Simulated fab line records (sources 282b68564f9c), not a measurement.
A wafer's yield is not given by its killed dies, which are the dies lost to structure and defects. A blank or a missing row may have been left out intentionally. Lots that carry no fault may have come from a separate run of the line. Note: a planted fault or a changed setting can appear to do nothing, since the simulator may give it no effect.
A single fault, viewed from 2 desks ; flow ritCmos ; numbers are kept per desk, each desk with only its own; the story behind them comes last

## THE METROLOGY DESK
Means of the sampled wafers that have a number, per lot and without regard to the tool the lot ran on: this is what the gauges read. If a lot's mean is further than 4 standard deviations from the usual mean, the lot is out of limits and carries the mark OUT (the distance appears in the brackets).
Columns: A = FIELD_OXIDE_LEFT_1_THK at RIT_FOX2_THK_MEAS_90, usual 320 nm; B = NWELL_TW at RIT_NWELL_TW_MEAS_10, usual 2145; C = NWELL_RS at RIT_WELLDRIVE_RS_MEAS_01, usual 275.8 ohm/sq; D = M1_AL_RS at RIT_M1_RS_MEAS_01, usual 0.0748 ohm/sq; E = M1_OVL at RIT_M1_OVL_MEAS_10, usual -1.0 nm
lot;first seen here;A;B;C;D;E
L759;day 2 16:53;315;2140;275.9;0.0768;-2.5
L760;day 2 22:27;314;2164;275.9;0.0734;-1.2
L761;day 3 01:24;325;2037 (-11) OUT;301.1 (+33) OUT;0.0753;-2.2
L763;day 3 13:08;316;2129;277.2;0.0743;-2.1
L764;day 3 17:41;320;2043 (-10) OUT;302.4 (+35) OUT;0.0743;0.2
L767;day 4 07:19;316;2140;276.6;0.0735;1.2
L768;day 4 12:37;316;2141;276.2;0.0753;0.1
L769;day 4 18:20;326;2143;275.3;0.0745;-0.8
L770;day 4 23:43;327;2148;275.8;0.0756;0.2
L771;day 5 03:49;321;2149;275.9;0.0743;-4.3
L773;day 5 14:24;320;2143;276.4;0.0751;-1.3
L775;day 5 23:46;321;2143;276.7;0.0760;0.4
L776;day 6 04:15;329;2157;275.5;0.0742;-0.2
L777;day 6 11:04;329;2146;274.9;0.0750;-0.3
This desk's finding: out of limits on L761, L764; first on L761, day 3 03:06 (NWELL_TW at RIT_NWELL_TW_MEAS_10). L759, L760, L763, L767, L768, L769, L770, L771, L773, L775, L776, L777 stayed within limits.

## AT THE TOOL OWNER'S DESK: implanter-04
For each lot that ran on this tool, the mean over its sampled wafers that have a number, from the tool's own readings at RIT_NWELL_IMPLANT_08. If a lot's mean is further than 4 standard deviations from the usual mean, the lot is out of limits and carries the mark OUT (the distance appears in the brackets).
Columns: A = doseIonsCm2 at RIT_NWELL_IMPLANT_08, usual 5e+13; B = faradayCurrentUA at RIT_NWELL_IMPLANT_08, usual 158
lot;first seen here;A;B
L759;day 2 18:16;5e+13;154
L760;day 2 23:50;5e+13;157
L761;day 3 02:47;4e+13 (-99 or more) OUT;137 (-6.8) OUT
L764;day 3 19:27;4e+13 (-99 or more) OUT;138 (-6.6) OUT
L775;day 6 00:59;5e+13;158
L776;day 6 05:36;5e+13;160
L777;day 6 12:17;5e+13;161
This desk's verdict: out of limits on L761, L764, starting with L761 at day 3 02:47 (doseIonsCm2 at RIT_NWELL_IMPLANT_08). L759, L760, L775, L776, L777 stayed within limits.

## BROUGHT TOGETHER
An alarm could have come from the tool owner's desk at day 3 02:47, on L761, L764.
The metrology desk could have raised an alarm at day 3 03:06, on L761, L764.
All the named lots went through RIT_NWELL_IMPLANT_08 on implanter-04.

## WHAT THE SIMULATOR HAD PUT IN
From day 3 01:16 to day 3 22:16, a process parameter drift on implanter-04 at RIT_NWELL_IMPLANT_08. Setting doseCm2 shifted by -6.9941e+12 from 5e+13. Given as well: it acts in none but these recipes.
Struck lots among those shown: L761, L764.
Delay (hours) between the fault's onset and each desk's first out-of-limits reading: 2 at the tool owner's desk, 2 at the metrology desk.
